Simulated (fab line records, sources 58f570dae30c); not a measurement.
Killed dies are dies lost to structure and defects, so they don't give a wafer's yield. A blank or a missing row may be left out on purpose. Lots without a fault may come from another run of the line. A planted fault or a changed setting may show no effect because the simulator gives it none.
Tool commonality check | flow berkeley_cmos170 | 15 lots, 45 wafers sampled

WHY IT WAS OPENED
At UCB170_GATE_THK_MEAS_05 the reading GATE_POLY_THK is flagged on 3 of 15 lots. Wafers without a fault read 213.9 nm, standard deviation 1.6.
Rule: a lot is flagged when every wafer of it that has a number lies more than 4 standard deviations from that mean, or none has a number. The other lots count as sound.

lot  | measured     | on            | GATE_POLY_THK (nm), wafer by wafer | flag
L646 | day 7 09:27  | film_metro-01 | 213.8 213.7 214.6                  |
L647 | day 7 19:02  | film_metro-04 | 215.2 216.0 214.7                  |
L648 | day 7 19:02  | film_metro-01 | 216.2 215.4 215.1                  |
L651 | day 8 03:43  | film_metro-04 | 213.4 213.6 213.4                  |
L649 | day 8 03:44  | film_metro-01 | 213.5 214.5 215.8                  |
L650 | day 8 03:45  | film_metro-03 | 211.6 213.1 210.6                  |
L652 | day 8 03:47  | film_metro-04 | 214.8 213.1 213.5                  |
L654 | day 9 07:20  | film_metro-01 | 214.0 216.1 216.3                  |
L658 | day 9 21:17  | film_metro-01 | 212.0 213.6 212.8                  |
L655 | day 9 21:19  | film_metro-03 | 212.9 213.7 212.3                  |
L660 | day 9 21:19  | film_metro-04 | 214.2 216.8 216.0                  |
L661 | day 10 07:54 | film_metro-04 | 183.2 182.9 184.0                  | FLAGGED
L664 | day 11 02:00 | film_metro-03 | 183.8 185.6 184.6                  | FLAGGED
L668 | day 11 17:35 | film_metro-03 | 184.2 184.0 184.6                  | FLAGGED
L669 | day 12 04:32 | film_metro-01 | 212.0 212.7 210.1                  |
The numbers of the flagged lots are 184.1 nm on average: -29.8 nm against the usual, or -19 standard deviations.

WHICH TOOL RAN EACH LOT
The record holds 3 process steps before the reading, out of a route of 331 steps. In each cell: the tool, then ch and the chambers that the sampled wafers went through, then the start.
lot  | flag    | UCB170_ACTIVE_STRIP_16              | UCB170_PFIELD_STRIP_08              | UCB170_GATE_CVD_04
L646 |         | plasma_asher-01 ch 0,1, day 5 09:53 | plasma_asher-02 ch 0,1, day 5 14:22 | lpcvd-02 ch 0, day 7 08:01
L647 |         | plasma_asher-01 ch 0,1, day 5 19:30 | plasma_asher-01 ch 0,1, day 5 21:44 | lpcvd-01 ch 0, day 7 17:38
L648 |         | plasma_asher-04 ch 1, day 5 18:59   | plasma_asher-02 ch 0,1, day 5 21:28 | lpcvd-01 ch 0, day 7 17:38
L651 |         | plasma_asher-03 ch 0,1, day 6 02:10 | plasma_asher-03 ch 0,1, day 6 04:58 | lpcvd-02 ch 0, day 8 02:19
L649 |         | plasma_asher-01 ch 0,1, day 6 01:43 | plasma_asher-02 ch 0,1, day 6 04:57 | lpcvd-02 ch 0, day 8 02:19
L650 |         | plasma_asher-01 ch 0,1, day 6 02:02 | plasma_asher-01 ch 0,1, day 6 05:29 | lpcvd-02 ch 1, day 8 02:19
L652 |         | plasma_asher-03 ch 0,1, day 6 01:52 | plasma_asher-02 ch 0,1, day 6 05:13 | lpcvd-02 ch 0, day 8 02:19
L654 |         | plasma_asher-01 ch 0,1, day 6 20:10 | plasma_asher-01 ch 0,1, day 6 23:16 | lpcvd-02 ch 1, day 9 05:55
L658 |         | plasma_asher-04 ch 0,1, day 7 06:46 | plasma_asher-02 ch 0,1, day 7 10:23 | lpcvd-01 ch 1, day 9 19:51
L655 |         | plasma_asher-03 ch 0,1, day 7 06:15 | plasma_asher-02 ch 0,1, day 7 10:05 | lpcvd-01 ch 1, day 9 19:51
L660 |         | plasma_asher-04 ch 0, day 7 05:59   | plasma_asher-03 ch 0,1, day 7 09:49 | lpcvd-01 ch 1, day 9 19:51
L661 | FLAGGED | plasma_asher-01 ch 0,1, day 7 17:10 | plasma_asher-01 ch 0, day 7 18:52   | lpcvd-01 ch 1, day 10 06:30
L664 | FLAGGED | plasma_asher-03 ch 0,1, day 8 06:27 | plasma_asher-01 ch 0,1, day 8 09:08 | lpcvd-01 ch 1, day 11 00:36
L668 | FLAGGED | plasma_asher-01 ch 0,1, day 9 07:34 | plasma_asher-03 ch 0,1, day 9 09:19 | lpcvd-01 ch 1, day 11 16:11
L669 |         | plasma_asher-01 ch 0,1, day 9 21:08 | plasma_asher-01 ch 0,1, day 9 23:14 | lpcvd-02 ch 1, day 12 03:08
What these steps do:
- UCB170_ACTIVE_STRIP_16: strips in O2.
- UCB170_PFIELD_STRIP_08: strips in O2.
- UCB170_GATE_CVD_04: deposits poly-Si from SiH4, time 1440 s, target thk 214 nm.
- UCB170_GATE_THK_MEAS_05

FLAGGED OVER TOTAL, TOOL BY TOOL (the gauges that took the reading come last)
step                    | tool            | lots run | flagged | share of the flagged lots | sound lots run after its first flagged lot
UCB170_ACTIVE_STRIP_16  | plasma_asher-01 | 8        | 2       | some                      | 1 (L669)
UCB170_ACTIVE_STRIP_16  | plasma_asher-03 | 4        | 1       | some                      | 0
UCB170_ACTIVE_STRIP_16  | plasma_asher-04 | 3        | 0       | none                      | -
UCB170_PFIELD_STRIP_08  | plasma_asher-01 | 6        | 2       | some                      | 1 (L669)
UCB170_PFIELD_STRIP_08  | plasma_asher-02 | 6        | 0       | none                      | -
UCB170_PFIELD_STRIP_08  | plasma_asher-03 | 3        | 1       | some                      | 0
UCB170_GATE_CVD_04      | lpcvd-01        | 8        | 3       | all                       | 0
UCB170_GATE_CVD_04      | lpcvd-02        | 7        | 0       | none                      | -
UCB170_GATE_THK_MEAS_05 | film_metro-01   | 6        | 0       | none                      | -
UCB170_GATE_THK_MEAS_05 | film_metro-03   | 4        | 2       | some                      | 0
UCB170_GATE_THK_MEAS_05 | film_metro-04   | 5        | 1       | some                      | 0

WHAT THE TABLE ALLOWS
1 row of the table ran every flagged lot: lpcvd-01 at UCB170_GATE_CVD_04.
- lpcvd-01 at UCB170_GATE_CVD_04: 3 of its 8 lots flagged. Its last sound lot is L655 (day 9 19:51), its first flagged lot L661 (day 10 06:30): a fault that began between those two fits.
One tool is left: lpcvd-01 at UCB170_GATE_CVD_04.

WHAT THE SIMULATOR HAD PUT IN
Site profile drift: lpcvd-01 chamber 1, from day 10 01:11 on, at UCB170_GATE_CVD_04. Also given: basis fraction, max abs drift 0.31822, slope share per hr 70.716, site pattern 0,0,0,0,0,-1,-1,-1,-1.
Lots struck among those shown: L661, L664, L668. The rule above found the same.
